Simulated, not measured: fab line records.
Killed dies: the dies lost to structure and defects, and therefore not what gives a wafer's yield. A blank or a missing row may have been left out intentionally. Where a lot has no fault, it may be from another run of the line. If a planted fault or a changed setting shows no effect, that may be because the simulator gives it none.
A lot that was struck, set against a sound lot | flow berkeley-cmos170 | 16 steps out of a route of 331
Sound: wafers L217.1, L217.2, L217.4. Struck: wafers L228.1, L228.3, L228.4. The cause comes at the end.
At each step with rows: each side's tool, then ch and its chambers, then its first start. Under that, the readings that differ: sound wafers | struck wafers | difference of the means | sigmas: that difference in standard deviations of wafers without a fault.
alike: readings whose means differ by less than 2 such deviations, and words and numbers that are the same on both sides. not compared: withheld readings, readings that some wafer has no value for, bounds like >300 that may hide the same value, and numbers for which the record gives no deviation and whose values overlap.
Wherever a step has rows on one side only, a row that says differs or no value, or a row with sigmas, the two part there. Numbers that have no deviation but don't overlap get no sigmas and don't part them. A reading missing from all wafers of one side parts the sides only when that side holds two or more wafers.

first, 6 steps without rows for these wafers: UCB170_M2_COAT_09; UCB170_M2_COAT_10 (resist thk 900 nm); UCB170_M2_SOFTBAKE_11 (time 60 s); UCB170_M2_EXPOSE_12 (exposes mask METAL2, target cd 700 nm); UCB170_M2_PEB_13; UCB170_M2_DEVELOP_14 (develop time 45 s).
UCB170_M2_CD_MEAS_15: target cd 700 nm.
  struck on cd-sem-02, day 12 21:07; sound on cd-sem-02, day 10 14:58
  alike: cd-nm
UCB170_M2_OVL_MEAS_16:
  struck on overlay-01, day 12 21:14; sound on overlay-02, day 10 15:05
  alike: M2_OVL
UCB170_M2_ETCH_17: etches BARC in N2/H2.
  sound on rie-diel-04 ch 0,2, day 10 15:07; struck on rie-diel-01 ch 0,1,3, day 12 21:16
  alike: drypump-motor-current-A, oes-product-au, throttle-valve-pct
UCB170_M2_METAL_ETCH_18: etches Al in Cl2/BCl3, stops on SiO2, target depth 1170 nm, time 195 s.
  sound on rie-metal-01 ch 0,1, day 10 15:09; struck on rie-metal-01 ch 0,1, day 12 21:19
  alike: drypump-motor-current-A, he-backside-leak-sccm, oes-product-au, throttle-valve-pct
  not compared: rf-hours-counter-h
UCB170_M2_STRIP_19: strips in O2.
  sound on plasma-asher-04 ch 0,1, day 10 15:20; struck on plasma-asher-02 ch 0,1, day 12 21:30
  alike: drypump-motor-current-A, o2-flow-sccm, oes-product-au
  not compared: rf-hours-counter-h
UCB170_M2_CD_MEAS_90: target cd 700 nm.
  struck on cd-sem-02, day 12 21:36; sound on cd-sem-02, day 10 15:26
  alike: cd-nm
UCB170_V2_CVD_00: deposits SiO2 from TEOS/O2, target thk 2000 nm, time 250 s.
  sound on pecvd-01 ch 0,1, day 10 15:34; struck on pecvd-01 ch 1,2, day 12 21:43
  reading                             | sound             | struck            | difference | sigmas
  rf-fwd-power-W (W)                  | 545.4 548.5 547.4 | 330.3 326.8 330.1 | -218.0     | -99 or more
  model.SiO2_of_V2_CVD_00.thk-nm (nm) | 1974 1971 2024    | 1684 1712 1710    | -288       |
  alike: heater-power-w
UCB170_V2_THK_MEAS_01:
  struck on film-metro-03, day 12 21:52; sound on film-metro-01, day 10 15:43
  reading          | sound          | struck         | difference | sigmas
  V2_TEOS_THK (nm) | 1974 1973 2025 | 1683 1712 1709 | -289       | -12
UCB170_V2_CMP_02: polishes SiO2.
  sound on cmp-02 ch 0,2,3, day 10 15:47; struck on cmp-02 ch 0,1,3, day 12 21:59
  alike: motor-current-A, slurry-filter-dp-kPa
UCB170_M3_PROBE_99:
  rows exist in the record for the sound wafers here (prober-01, day 10 20:35), none for the struck ones

WHERE THEY PART
At UCB170_V2_CVD_00 first; at UCB170_M3_PROBE_99 last (within this record only).

WHY: the cause the simulator had injected
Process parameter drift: pecvd-01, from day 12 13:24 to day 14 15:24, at UCB170_V2_CVD_00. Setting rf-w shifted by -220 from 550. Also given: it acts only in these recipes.
